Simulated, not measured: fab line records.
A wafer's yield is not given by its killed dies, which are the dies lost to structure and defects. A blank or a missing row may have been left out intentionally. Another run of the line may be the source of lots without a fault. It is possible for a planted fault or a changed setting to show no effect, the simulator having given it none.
fab line records    flow rit-cmos
record: lots: 5  wafers: 15  last-day: 7
route steps=202 shown M1@196
lots with no fault: from the same line, run without faults
start-h: hours from the record's first day to the start of the lot's first wafer shown    wait-h: hours elapsed since this lot's preceding step    " identical to the entry in the row above    L1.1+2: several wafers, shown together as one row    - either no value or no given start    * or withheld: withheld    < > ~ a bound
route shown NAME@n: a module of which the file shows steps, and the number in the route of the first    usual: mean and standard deviation over wafers with no fault    same: alike in all rows    chamber/n: place in a boat    sites: each site's reading    _std_site: standard deviation across them    _edge_site: mean of outer sites minus mean of inner sites    radius-mm: how far each site lies from the wafer's centre    mask NAME#n: copy n    behind: the last tool/chamber to shape the wafer    hold: reason for holding the lot/hours on hold/outcome of the hold    device: the transistor (n, p or np) that didn't switch    end of line: the same wafers' tests at the end of the route    step lacking rows: just its recipe    killed: the dies lost at the first sort to structure and to defects; this is not the yield of the wafer    map: a wafer's dies, marking killed ones x, the rest . and places with no die _
set.NAME: the setting the step ran with; set.NAME@STEP: the setting that earlier step ran with    model.NAME: the simulator's own value behind a step, which no gauge read
certain route steps with their lots: each step a table, each wafer a row
services: when a tool's chamber went out of use (start-h, in hours from the record's first day, below 0 if earlier), for how many hours, and the reason
== steps ==
step: RIT_M1_METAL_ETCH_12
recipe: stop-on: SiO2  chemistry: Cl2/BCl3  target: Al  time-s: 165  over-etch-frac: 0.5  pressure-mtorr: 100  target-depth-a: 6000  rf-w: 250  Cl2_flow_sccm: 60  bcl3-flow-sccm: 50
usual: drypump-motor-current-A: 5.51/0.27  oes-product-au: 0.784/0.014  throttle-valve-pct: 8.14/0.11
same: time-s: 165
lot.wafer  tool          chamber  start-h  wait-h  drypump-motor-current-A  oes-product-au  rf-hours-counter-h  throttle-valve-pct
L077.1     rie-metal-02  1        71.66    0.2     5.63                     0.782           1                   7.99
L077.3     "             1        "        "       5.63                     0.790           -                   7.98
L077.4     "             0        "        "       5.55                     0.772           -                   8.21
L088.4     rie-metal-04  1        126.79   0.1     5.58                     0.782           -                   8.16
L088.5     "             0        "        "       4.96                     0.783           -                   8.06
L088.6     "             1        "        "       5.56                     0.786           -                   8.15
L090.2     rie-metal-01  1        134.61   0.2     5.81                     0.776           5                   8.31
L090.4     "             0        "        "       5.30                     0.809           -                   8.13
L090.5     "             1        "        "       5.77                     0.761           -                   8.30
L091.1     rie-metal-02  1        141.97   0.2     5.65                     0.786           2                   7.99
L091.2     "             1        "        "       5.66                     0.786           -                   7.99
L091.5     "             1        "        "       5.67                     0.796           -                   8.01
L094.2     rie-metal-01  1        155.10   0.2     5.82                     0.767           5                   8.31
L094.4     "             1        "        "       5.83                     0.771           -                   8.31
L094.5     "             1        "        "       5.80                     0.753           -                   8.30
step: RIT_M1_STRIP_13
recipe: chemistry: nmp  resist: NOVOLAK  temp-c: 80  time-s: 600  dry: n2-spin
same: time-s: 600
lot.wafer   tool          chamber  start-h  wait-h
L077.1+3+4  wet-bench-04  3        71.83    0.1
L088.4+5+6  wet-bench-03  2        126.90   0.1
L090.2+4+5  wet-bench-03  2        134.77   0.1
L091.1+2+5  wet-bench-03  1        142.30   0.3
L094.2+4+5  wet-bench-04  3        155.26   0.1
step: RIT_M1_STRIP_14
recipe: chemistry: O2  time-s: 180  platen-temp-c: withheld  power-w: 500  pressure-mtorr: 4000  o2-flow-sccm: 4000
usual: drypump-motor-current-A: 5.7/0.51
same: time-s: 180
lot.wafer  tool             chamber  start-h  wait-h  drypump-motor-current-A  rf-hours-counter-h
L077.1     plasma-asher-03  1        72.00    0.0     6.6                      44
L077.3     "                1        "        "       6.6                      -
L077.4     "                0        "        "       5.5                      -
L088.4     plasma-asher-01  0        127.14   0.1     5.4                      -
L088.5     "                0        "        "       5.4                      -
L088.6     "                1        "        "       5.1                      -
L090.2     plasma-asher-02  1        134.94   0.0     5.5                      31
L090.4     "                0        "        "       5.9                      -
L090.5     "                1        "        "       5.5                      -
L091.1     plasma-asher-03  0        142.47   0.0     5.6                      51
L091.2     "                1        "        "       6.5                      51
L091.5     "                1        "        "       6.5                      -
L094.2     plasma-asher-01  0        155.44   0.0     5.4                      4
L094.4     "                0        "        "       5.4                      -
L094.5     "                0        "        "       5.4                      -
step: RIT_M1_CD_MEAS_90
recipe: target-cd-nm: 2600
usual: cd-nm: 2599/3.4
lot.wafer  tool       chamber  start-h  wait-h  cd-nm
L077.1     cd-sem-01  -        72.18    0.1     2600
L077.3     "          -        "        "       2601
L077.4     "          -        "        "       2605
L088.4     cd-sem-01  -        127.32   0.1     2598
L088.5     "          -        "        "       2596
L088.6     "          -        "        "       2599
L090.2     cd-sem-01  -        135.14   0.1     2595
L090.4     "          -        "        "       2604
L090.5     "          -        "        "       2596
L091.1     cd-sem-01  -        142.65   0.1     2597
L091.2     "          -        "        "       2598
L091.5     "          -        "        "       2597
L094.2     cd-sem-02  -        155.63   0.1     2597
L094.4     "          -        "        "       2598
L094.5     "          -        "        "       2597
step: RIT_M1_ANNEAL_15
recipe: temp-c: 450  time-s: 1800  ambient: forming_gas_H2N2
usual: spike-tc-source-C: 468.7/2.8
same: time-s: 1800
lot.wafer  tool  chamber  start-h  wait-h  spike-tc-source-C
L077.1     -     -        73.44    1.2     468.0
L077.3     "     -        "        "       467.0
L077.4     "     -        "        "       466.7
L088.4     -     -        127.38   0.0     472.4
L088.5     "     -        "        "       470.8
L088.6     "     -        "        "       471.2
L090.2     -     -        135.24   0.1     467.6
L090.4     "     -        "        "       467.3
L090.5     "     -        "        "       467.4
L091.1     -     -        142.77   0.1     468.8
L091.2     "     -        "        "       467.7
L091.5     "     -        "        "       469.0
L094.2     -     -        157.05   1.4     466.2
L094.4     "     -        "        "       467.2
L094.5     "     -        "        "       466.7
step: RIT_M1_BOW_MEAS_16
recipe: mode: bow
usual: M1_BOW: 17/5.7
lot.wafer  tool           chamber  start-h  wait-h  M1_BOW[um]
L077.1     film-metro-04  -        74.94    0.0     7
L077.3     "              -        "        "       3
L077.4     "              -        "        "       17
L088.4     film-metro-01  -        128.94   0.1     17
L088.5     "              -        "        "       17
L088.6     "              -        "        "       12
L090.2     film-metro-01  -        136.76   0.0     12
L090.4     "              -        "        "       26
L090.5     "              -        "        "       21
L091.1     film-metro-03  -        144.27   0.0     20
L091.2     "              -        "        "       20
L091.5     "              -        "        "       16
L094.2     film-metro-01  -        158.57   0.0     10
L094.4     "              -        "        "       9
L094.5     "              -        "        "       20
step: RIT_M1_PROBE_99
usual: defect-limited-yield: 97.6/1.1  killed-at-contacts: 0.1/0.27  killed-at-front-end: 6.1/2.9  killed-dies: 6.2/2.9  killed-open: 3.2/1.9  killed-short: 3/1.9  sort_bin_3_pad_short: 0.1/0.2  sort_bin_5_function: 1.3/0.77  sort_bin_6_memory: 0.9/0.64  sort-n-pass: 257.8/2.9  sort-yield-pct: 97.6/1.1
same: gross-dies: 264  killed_at_M0_to_M3: 0  killed_at_M4_up: 0  killed-at-back-side: 0  killed-at-other: 0
lot.wafer  tool       chamber  start-h  wait-h  defect-limited-yield[%]  killed-at-contacts  killed-at-front-end  killed-dies  killed-open  killed-short  sort_bin_3_pad_short[%]  sort_bin_5_function[%]  sort_bin_6_memory[%]  sort-n-pass  sort-yield-pct[%]
L088.4     prober-02  -        129.15   0.2     97.7                     0                   6                    6            2            4             0                        0.4                     1.9                   258.0        97.7
L088.5     prober-02  -        129.20   0.2     98.9                     0                   3                    3            2            1             0                        1.1                     0                     261.0        98.9
L088.6     prober-02  -        129.25   0.2     98.9                     0                   3                    3            2            1             0.4                      0                       0.8                   261.0        98.9
L091.1     prober-01  -        144.39   0.1     96.2                     0                   10                   10           7            3             0                        2.7                     1.1                   254.0        96.2
L091.2     prober-01  -        144.44   0.1     98.1                     0                   5                    5            3            2             0.4                      0.8                     0.8                   259.0        98.1
L091.5     prober-01  -        144.59   0.2     96.2                     0                   10                   10           4            6             0                        1.5                     2.3                   254.0        96.2
L094.2     prober-02  -        158.72   0.1     98.1                     0                   5                    5            2            3             0.4                      1.1                     0.4                   259.0        98.1
L094.4     prober-02  -        158.82   0.2     97.3                     0                   7                    7            3            4             0                        1.9                     0.8                   257.0        97.3
L094.5     prober-02  -        158.87   0.2     98.1                     0                   5                    5            5            0             0                        0.8                     1.1                   259.0        98.1
killed by level:class
L088.4 GATE:geometric-particle:short=2 FOX1:geometric-particle:open=1 FOX2:geometric-particle:short=1 GATE:geometric-particle:open=1 REOX:geometric-particle:short=1
L088.5 FOX1:geometric-particle:open=1 FOX2:geometric-particle:open=1 REOX:geometric-particle:short=1
L088.6 GATE:geometric-particle:open=2 SPACER:geometric-particle:short=1
L091.1 FOX1:geometric-particle:open=3 GATE:geometric-particle:open=3 FOX1:geometric-particle:short=1 GATE:geometric-particle:short=1 REOX:geometric-particle:open=1 SPACER:geometric-particle:short=1
L091.2 SPACER:geometric-particle:open=2 FOX1:geometric-particle:short=1 REOX:geometric-particle:open=1 SILICIDE:geometric-particle:short=1
L091.5 FOX1:geometric-particle:short=3 GATE:geometric-particle:short=2 GATE:geometric-particle:open=2 FOX1:geometric-particle:open=1 REOX:geometric-particle:open=1 SPACER:geometric-particle:short=1
L094.2 GATE:geometric-particle:short=3 REOX:geometric-particle:open=2
L094.4 FOX1:geometric-particle:short=1 GATE:geometric-particle:short=1 REOX:geometric-particle:open=1 SPACER:geometric-particle:open=1 SPACER:geometric-particle:short=1 SILICIDE:geometric-particle:short=1 SILICIDE:geometric-particle:open=1
L094.5 FOX2:geometric-particle:open=1 GATE:geometric-particle:open=1 REOX:geometric-particle:open=1 SPACER:geometric-particle:open=1 SILICIDE:geometric-particle:open=1
== services ==
tool             chamber  start-h  hours  kind
wet-bench-04     -        55.09    1.2    repair
rie-metal-01     1        80.46    4.8    repair
rie-metal-04     -        80.53    0.9    repair
furnace-03       -        83.67    4.0    pm
rie-metal-02     -        88.21    1.5    repair
rie-metal-02     -        91.58    0.8    repair
furnace-01       -        104.25   4.7    pm
plasma-asher-02  -        105.11   0.7    repair
plasma-asher-01  -        108.85   9.0    pm
plasma-asher-01  0        108.85   9.0    vent-cycle
plasma-asher-01  1        108.85   9.0    vent-cycle
plasma-asher-01  0        117.85   -      clean
plasma-asher-01  1        117.85   -      clean
rie-metal-01     -        126.78   2.8    pm
rie-metal-02     0        126.78   15.6   repair
rie-metal-04     -        136.12   20.0   pm
rie-metal-04     0        136.12   20.0   vent-cycle
rie-metal-04     1        136.12   20.0   vent-cycle
rie-metal-01     -        138.47   0.3    repair
furnace-01       -        148.79   3.7    pm
rie-metal-04     0        156.12   -      clean
rie-metal-04     1        156.12   -      clean
== key ==
fault none
